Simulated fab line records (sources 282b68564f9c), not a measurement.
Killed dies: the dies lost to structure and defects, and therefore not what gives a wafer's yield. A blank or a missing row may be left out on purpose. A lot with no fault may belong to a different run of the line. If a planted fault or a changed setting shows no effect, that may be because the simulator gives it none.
Which tool did it? | flow rit cmos | 42 wafers from 14 lots sampled at 3 of the route's 202 steps

== WHAT THE GAUGES SHOWED, per wafer ==
RIT_M1_RS_MEAS_01: measurement is done with a four-point probe. Usual: for M1_AL_RS the level is 0.0733 ohm/sq and the standard deviation is 0.00079.
lot  | measured    | on            | M1_AL_RS (ohm/sq)    | flag
L319 | day 3 11:32 | film metro-01 | 0.0726 0.0724 0.0727 |
L320 | day 3 17:25 | film metro-01 | 0.0742 0.0735 0.0736 |
L321 | day 3 20:43 | film metro-02 | 0.0738 0.0745 0.0741 |
L322 | day 4 02:52 | film metro-03 | 0.0731 0.0739 0.0739 |
L323 | day 4 07:22 | film metro-02 | 0.0730 0.0725 0.0736 |
L324 | day 4 12:18 | film metro-01 | 0.0735 0.0742 0.0735 |
L326 | day 5 01:29 | film metro-03 | 0.0726 0.0725 0.0725 |
L328 | day 5 08:59 | film metro-02 | 0.0730 0.0725 0.0736 |
L329 | day 5 14:58 | film metro-02 | 0.0735 0.0732 0.0733 |
L330 | day 5 17:59 | film metro-03 | 0.0732 0.0737 0.0747 |
L331 | day 5 22:57 | film metro-03 | 0.0726 0.0734 0.0736 |
L334 | day 6 14:28 | film metro-03 | 0.0826 0.0820 0.0823 | OFF
L335 | day 6 18:13 | film metro-03 | 0.0731 0.0736 0.0721 |
L336 | day 6 20:52 | film metro-02 | 0.0828 0.0832 0.0840 | OFF

RIT_M1_THK_MEAS_02: measures by xrf. Usual: for M1_AL_THK the level is 402 nm and the standard deviation is 4.5.
lot  | measured    | on            | M1_AL_THK (nm) | flag
L319 | day 3 11:37 | film metro-01 | 404 405 409    |
L320 | day 3 17:31 | film metro-01 | 400 400 404    |
L321 | day 3 20:49 | film metro-02 | 402 399 400    |
L322 | day 4 02:59 | film metro-03 | 405 401 401    |
L323 | day 4 07:29 | film metro-02 | 405 407 399    |
L324 | day 4 12:25 | film metro-01 | 403 395 402    |
L326 | day 5 01:35 | film metro-03 | 404 408 406    |
L328 | day 5 09:05 | film metro-02 | 403 409 402    |
L329 | day 5 15:05 | film metro-02 | 400 401 403    |
L330 | day 5 18:06 | film metro-03 | 403 401 397    |
L331 | day 5 23:03 | film metro-03 | 407 401 398    |
L334 | day 6 14:35 | film metro-03 | 361 362 363    | OFF
L335 | day 6 18:19 | film metro-03 | 404 404 411    |
L336 | day 6 20:59 | film metro-02 | 357 354 351    | OFF

== TOOL THAT RAN EACH LOT (tool first, then ch and the chambers of the sampled wafers, then the start) ==
lot  | RIT_M1_SPUTTER_00
L319 | pvd sputter-04, day 3 11:10
L320 | pvd sputter-02, day 3 17:04
L321 | pvd sputter-04, day 3 20:22
L322 | pvd sputter-02, day 4 02:34
L323 | pvd sputter-04, day 4 07:05
L324 | pvd sputter-02, day 4 12:01
L326 | pvd sputter-02, day 5 01:09
L328 | pvd sputter-02, day 5 08:40
L329 | pvd sputter-04, day 5 14:40
L330 | pvd sputter-02, day 5 17:41
L331 | pvd sputter-04, day 5 22:37
L334 | pvd sputter-02, day 6 14:10
L335 | pvd sputter-01, day 6 17:53
L336 | pvd sputter-02, day 6 20:33
- RIT_M1_SPUTTER_00: material Al, target thk 400 nm, time 500 s.

== WHAT THE TOOLS THEMSELVES READ (means of the sampled wafers that have a number; where no wafer has one, the mark that the record gives instead) ==
RIT_M1_SPUTTER_00. Usual: 30.3 % for throttle valve pct, sd 0.81.
lot  | tool           | throttle valve pct (%) | flag
L319 | pvd sputter-04 | 30.7                   |
L320 | pvd sputter-02 | 31.1                   |
L321 | pvd sputter-04 | 30.3                   |
L322 | pvd sputter-02 | 30.6                   |
L323 | pvd sputter-04 | 30.4                   |
L324 | pvd sputter-02 | 30.0                   |
L326 | pvd sputter-02 | 29.7                   |
L328 | pvd sputter-02 | 29.8                   |
L329 | pvd sputter-04 | 30.9                   |
L330 | pvd sputter-02 | 30.6                   |
L331 | pvd sputter-04 | 30.6                   |
L334 | pvd sputter-02 | 29.7                   |
L335 | pvd sputter-01 | 29.6                   |
L336 | pvd sputter-02 | 29.6                   |

== THE ANSWER, worked out from the rows above alone ==
Rule: lot off if the mean of its wafers having a number is beyond 3 standard deviations from the usual mean. A lot without any number at a reading at which 4 lots or more have one is off too. All remaining lots with rows at the step are treated as sound. After the gauges, taken in route order, come the tools' own readings; for these a lot's mean is taken, as printed above. At the first step where some lot is off, the reading lying furthest off is the one used; lots without a number count as furthest.
Off: at RIT_M1_RS_MEAS_01 (M1_AL_RS), L334, L336.
A tool fits if, at a process step before that reading, it ran every lot that is off, and no sound lot after the first of them. Those tools and the gauges at RIT_M1_RS_MEAS_01 are tried in the same way. One fits: pvd sputter-02 at RIT_M1_SPUTTER_00. Its last sound lot is L330 (day 5 17:41), its first lot that is off L334 (day 6 14:10): a fault that began between those two fits.

== WHAT THE SIMULATOR HAD PUT IN ==
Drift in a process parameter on pvd sputter-02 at RIT_M1_SPUTTER_00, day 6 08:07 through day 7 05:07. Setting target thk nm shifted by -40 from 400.
Struck lots among those shown: L334, L336. This agrees with what the rule above found.
